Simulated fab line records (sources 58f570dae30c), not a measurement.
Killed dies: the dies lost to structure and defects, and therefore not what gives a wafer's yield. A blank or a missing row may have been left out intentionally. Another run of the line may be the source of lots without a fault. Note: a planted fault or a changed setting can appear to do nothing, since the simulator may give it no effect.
A lot that was struck, set against a sound lot :: flow berkeley cmos170 :: 22 steps out of a route of 331
Sound: the wafers L293.3, L293.4, L293.6. Wafers L310.1, L310.3, L310.5 were the ones struck. At the end, the cause is stated.
Order at every step that has rows: each side's tool, ch and its chambers, its first start. Under that, the readings that differ: sound wafers :: struck wafers :: difference of the means :: sigmas: that difference in standard deviations of wafers without a fault.
alike: readings whose means differ by less than 2 such deviations, and words and numbers that are the same on both sides. not compared: withheld readings, readings that some wafer has no value for, bounds like >300 that may hide the same value, and numbers for which the record gives no deviation and whose values overlap.
A row with sigmas, a row that says differs or no value, or rows on one side alone: a step with any of these is where the two part. When numbers do not overlap yet have no deviation, they are printed without sigmas and do not part them. A reading that every wafer of one side lacks parts them only if that side has two wafers or more.

first, 1 step without rows for these wafers: UCB170_WELLDRIVE_OXIDATION_01 (target thk 199 nm, ox time 9000 s).
UCB170_WELLDRIVE_THK_MEAS_02:
  sound: film metro-02 at day 4 12:41; struck: film metro-04 at day 9 04:07
  alike: WELLDRIVE_OXIDE_THK
then, 5 steps without rows for these wafers: UCB170_WELLDRIVE_ANNEAL_03 (time 900 s); UCB170_WELLDRIVE_WET_ETCH_04 (etches SiO2 in BOE, time 120 s); UCB170_ACTIVE_CLEAN_00 (cleans in SPM, time 600 s); UCB170_ACTIVE_CLEAN_01 (cleans in dHF, time 60 s); UCB170_ACTIVE_OXIDATION_02 (target thk 26.4 nm, ox time 1260 s).
UCB170_ACTIVE_THK_MEAS_03:
  sound: film metro-03 at day 5 02:20; struck: film metro-02 at day 9 20:42
  alike: ACTIVE_OXIDE_THK
then, 2 steps without rows for these wafers: UCB170_ACTIVE_ANNEAL_04 (time 900 s); UCB170_ACTIVE_CVD_05 (deposits Si3N4 from SiH2Cl2/NH3, target thk 220 nm, time 3300 s).
UCB170_ACTIVE_THK_MEAS_06:
  sound: film metro-03 at day 5 10:09; struck: film metro-01 at day 10 07:14
  alike: ACTIVE_NITRIDE_THK
then, 1 step without rows for these wafers: UCB170_ACTIVE_HMDS_07 (prime time 60 s).
UCB170_ACTIVE_COAT_08: resist thk 900 nm.
  sound on litho track-04 ch 0, day 5 10:50; struck on litho track-02 ch 0, day 10 07:26
reading: model.KrF_of_ACTIVE_COAT_08.thk nm (nm)
sound: 903.5 902.7 903.8
struck: 431.2 430.6 431.5
difference: -472.2
sigmas: 
  alike: resist line temp C
then, 4 steps without rows for these wafers: UCB170_ACTIVE_SOFTBAKE_09 (time 60 s); UCB170_ACTIVE_EXPOSE_10 (exposes mask ACTIVE, target cd 1200 nm); UCB170_ACTIVE_PEB_11; UCB170_ACTIVE_DEVELOP_12 (develop time 45 s).
UCB170_ACTIVE_CD_MEAS_13: the cd target is 1200 nm.
  sound: cd sem-02 at day 5 12:07; struck: cd sem-02 at day 10 09:04
reading: cd nm (nm)
sound: 1200.2 1200.4 1200.7
struck: 1168.5 1169.7 1167.1
difference: -32.0
sigmas: -21
  not compared: hold
UCB170_ACTIVE_OVL_MEAS_14:
  sound: overlay-02 at day 5 12:12; struck: overlay-02 at day 10 17:13
reading: hold
sound: - - -
struck: await dispo/8.0h/release await dispo/8.0h/release await dispo/8.0h/release
difference: no value on the sound wafers
sigmas: 
  alike: ACTIVE_OVL
UCB170_ACTIVE_ETCH_15: etches Si3N4 in CH3F/Ar/O2, stops on SiO2, target depth 242 nm, time 151 s.
  sound on rie diel-04 ch 0,3, day 5 12:13; struck on rie diel-01 ch 0,1,3, day 10 17:15
reading: model.KrF_of_ACTIVE_COAT_08.thk nm (nm)
sound: 725.1 724.7 727.2
struck: 259 252.7 257.9
difference: -469
sigmas: 
  alike: drypump motor current A, oes product au, throttle valve pct
  not compared: rf hours counter h, model.ACTIVE.cd nm
UCB170_ACTIVE_STRIP_16: strips in O2.
  sound on plasma asher-01 ch 0,1, day 5 12:22; struck on plasma asher-02 ch 1, day 10 19:15
reading: oes product au (a.u.)
sound: 0.725 0.730 0.722
struck: 0.518 0.511 0.518
difference: -0.210
sigmas: -54

reading: strip time to endpoint s (s)
sound: 18.09 18.10 18.15
struck: 7.10 6.95 7.07
difference: -11.07
sigmas: -99 or more
  alike: drypump motor current A
  not compared: rf hours counter h
UCB170_ACTIVE_CD_MEAS_90: the cd target is 1200 nm.
  sound: cd sem-02 at day 5 12:35; struck: cd sem-01 at day 10 19:40
reading: cd nm (nm)
sound: 1200.1 1200.0 1200.8
struck: 1168.6 1170.1 1167.0
difference: -31.7
sigmas: -21
  not compared: hold

WHERE THEY PART
Earliest at UCB170_ACTIVE_CD_MEAS_13; latest, in this record, at UCB170_ACTIVE_CD_MEAS_90.

WHY: what the simulator had put in
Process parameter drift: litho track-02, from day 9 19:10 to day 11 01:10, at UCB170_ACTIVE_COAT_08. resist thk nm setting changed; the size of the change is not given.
